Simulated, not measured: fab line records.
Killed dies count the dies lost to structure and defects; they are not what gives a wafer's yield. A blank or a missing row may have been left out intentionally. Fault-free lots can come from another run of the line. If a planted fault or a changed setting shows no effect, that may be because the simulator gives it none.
What tool caused it? | flow rit_cmos | 14 lots with 42 wafers sampled at 5 steps, on a route of 202 steps

## WHAT EACH GAUGE READ, for each wafer
RIT_NWELL_OVL_MEAS_06.
lot  | measured    | on         | NWELL_OVL (nm)
L966 | day 1 21:07 | overlay-01 | -1.7 -1.6 -2.3
L967 | day 2 02:13 | overlay-01 | 0.3 0.1 -1.1
L968 | day 2 07:26 | overlay-02 | -2.9 -1.7 -3.1
L971 | day 2 22:31 | overlay-02 | 0.4 -0.1 -1.2
L972 | day 3 02:23 | overlay-02 | -2.7 -1.3 -2.2
L975 | day 3 18:43 | overlay-01 | -1.8 -0.7 0.0
L977 | day 4 03:20 | overlay-01 | 1.7 1.3 0.3
L978 | day 4 08:10 | overlay-02 | 1.8 -0.5 0.0
L980 | day 4 19:05 | overlay-01 | -0.2 -1.0 -1.6
L983 | day 5 09:28 | overlay-01 | -0.1 -1.6 -0.5
L986 | day 6 00:16 | overlay-01 | 1.6 1.3 0.9
L987 | day 6 05:58 | overlay-01 | -0.3 -1.0 -1.7
L988 | day 6 10:16 | overlay-01 | -0.7 -1.1 -1.8
L989 | day 6 15:32 | overlay-02 | -2.4 -1.5 0.0

RIT_NWELL_TW_MEAS_10.
lot  | measured    | on            | NWELL_TW
L966 | day 1 21:44 | film_metro-03 | 2134 2140 2152
L967 | day 2 02:50 | film_metro-04 | 2139 2146 2142
L968 | day 2 08:10 | film_metro-02 | 2146 2143 2135
L971 | day 2 23:08 | film_metro-02 | 2152 2148 2136
L972 | day 3 03:01 | film_metro-02 | 2154 2147 2156
L975 | day 3 19:20 | film_metro-04 | 2157 2156 2151
L977 | day 4 03:58 | film_metro-04 | 2140 2141 2135
L978 | day 4 08:46 | film_metro-04 | 2137 2144 2145
L980 | day 4 19:42 | film_metro-02 | 2179 2162 2153
L983 | day 5 10:05 | film_metro-02 | 2160 2150 2174
L986 | day 6 00:53 | film_metro-02 | 2161 2163 2155
L987 | day 6 06:34 | film_metro-04 | 2142 2151 2158
L988 | day 6 10:52 | film_metro-02 | 2158 2158 2157
L989 | day 6 16:09 | film_metro-03 | 2146 2157 2153

RIT_GATE_CD_MEAS_90 targets a cd of 150 nm.
lot  | measured    | on        | cd_nm (nm)
L966 | day 2 16:21 | cd_sem-02 | 148.7 152.7 152.3
L967 | day 2 18:20 | cd_sem-01 | 154.2 153.3 152.4
L968 | day 3 01:11 | cd_sem-02 | 148.9 146.2 146.4
L971 | day 3 14:54 | cd_sem-01 | 149.2 149.3 147.5
L972 | day 3 18:34 | cd_sem-02 | 150.7 150.6 150.9
L975 | day 4 11:01 | cd_sem-02 | 146.4 147.3 147.6
L977 | day 4 20:11 | cd_sem-02 | 150.0 150.2 146.2
L978 | day 5 00:33 | cd_sem-01 | 147.7 149.6 149.8
L980 | day 5 12:08 | cd_sem-01 | 149.8 151.4 151.8
L983 | day 6 03:12 | cd_sem-01 | 149.0 148.7 149.4
L986 | day 6 18:35 | cd_sem-01 | 148.4 150.0 148.7
L987 | day 6 22:08 | cd_sem-02 | 147.3 146.6 149.2
L988 | day 7 02:49 | cd_sem-01 | 150.9 151.0 149.3
L989 | day 7 07:26 | cd_sem-02 | 152.4 152.8 150.3

RIT_NLDD_OVL_MEAS_06.
lot  | measured    | on         | NLDD_OVL (nm)
L966 | day 2 20:19 | overlay-01 | 0.5 1.9 1.8
L967 | day 2 22:24 | overlay-01 | 0.4 0.2 0.7
L968 | day 3 05:08 | overlay-01 | -0.4 -0.2 -0.7
L971 | day 3 18:55 | overlay-01 | -0.5 -3.1 -2.9
L972 | day 3 22:43 | overlay-02 | 0.6 -0.1 0.2
L975 | day 4 15:24 | overlay-01 | -0.9 -0.1 -0.2
L977 | day 5 00:15 | overlay-02 | -182.9 -183.5 -182.6
L978 | day 5 04:43 | overlay-01 | -179.9 -182.0 -180.6
L980 | day 5 16:13 | overlay-01 | -1.2 -1.5 0.6
L983 | day 6 07:15 | overlay-01 | -1.9 -0.3 -2.1
L986 | day 6 22:39 | overlay-02 | 3.0 0.5 3.6
L987 | day 7 02:21 | overlay-01 | -2.5 -3.1 -3.2
L988 | day 7 06:47 | overlay-01 | 0.8 -0.4 1.0
L989 | day 7 11:31 | overlay-01 | -1.4 -1.8 -2.2

## WHICH TOOL RAN EACH LOT (tool, then ch and the chambers of the sampled wafers, then the start)
lot  | RIT_NLDD_EXPOSE_03
L966 | iline_stepper-02 ch 0, day 2 19:56
L967 | iline_stepper-01 ch 0, day 2 22:00
L968 | iline_stepper-01 ch 0, day 3 04:44
L971 | iline_stepper-01 ch 0, day 3 18:32
L972 | iline_stepper-01 ch 0, day 3 22:14
L975 | iline_stepper-02 ch 0, day 4 15:02
L977 | iline_stepper-02 ch 0, day 4 23:52
L978 | iline_stepper-02 ch 0, day 5 04:19
L980 | iline_stepper-01 ch 0, day 5 15:49
L983 | iline_stepper-01 ch 0, day 6 06:52
L986 | iline_stepper-01 ch 0, day 6 22:15
L987 | iline_stepper-01 ch 0, day 7 01:57
L988 | iline_stepper-01 ch 0, day 7 06:23
L989 | iline_stepper-01 ch 0, day 7 11:07
- RIT_NLDD_EXPOSE_03: exposes mask M7, target cd 40700 nm.

## WHAT THE TOOLS THEMSELVES READ (means of the sampled wafers that have a number; where no wafer has one, the mark that the record gives instead)
The record holds no such reading with a usual standard deviation.

## THE ANSWER, worked out from the rows above alone
Rule: the usual values come from the lots themselves. Put in order of their means at a reading, lots are off if they are a third of the lots or fewer, leave a main group of 4 or more, and stand apart from it by a gap of 3 or more times the standard deviation of the main group's means; of several such gaps the widest counts. A main group is skipped when, at the precision printed for the reading in the tables above, its means are all equal. Also off: a lot with no number at a reading for which 4 or more lots have one. The other lots that the step has rows for count as sound. Order of review: gauges by route order, followed by the tools' own readings, for which a lot's mean as printed above is used. The first step at which some lot is off is used, and at that step the reading that is off furthest; a lot without a number counts as furthest.
Off: L977, L978, seen at RIT_NLDD_OVL_MEAS_06 (NLDD_OVL). Main group: mean -0.4 nm, sd 1.5.
If a tool, at a process step before that reading, ran all the lots that are off and no sound lot after the first of them, it fits. Gauges at RIT_NLDD_OVL_MEAS_06: tried the same way as those tools. One fits: iline_stepper-02 at RIT_NLDD_EXPOSE_03. A fault onset in the window from L975 (day 4 15:02, its last sound lot) to L977 (day 4 23:52, its first lot off) fits.

## WHAT THE SIMULATOR HAD PUT IN
Scanner matching overlay: iline_stepper-02, from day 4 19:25 on, at RIT_NLDD_EXPOSE_03. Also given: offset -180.
Shown lots that were struck: L977, L978. This agrees with what the rule above found.
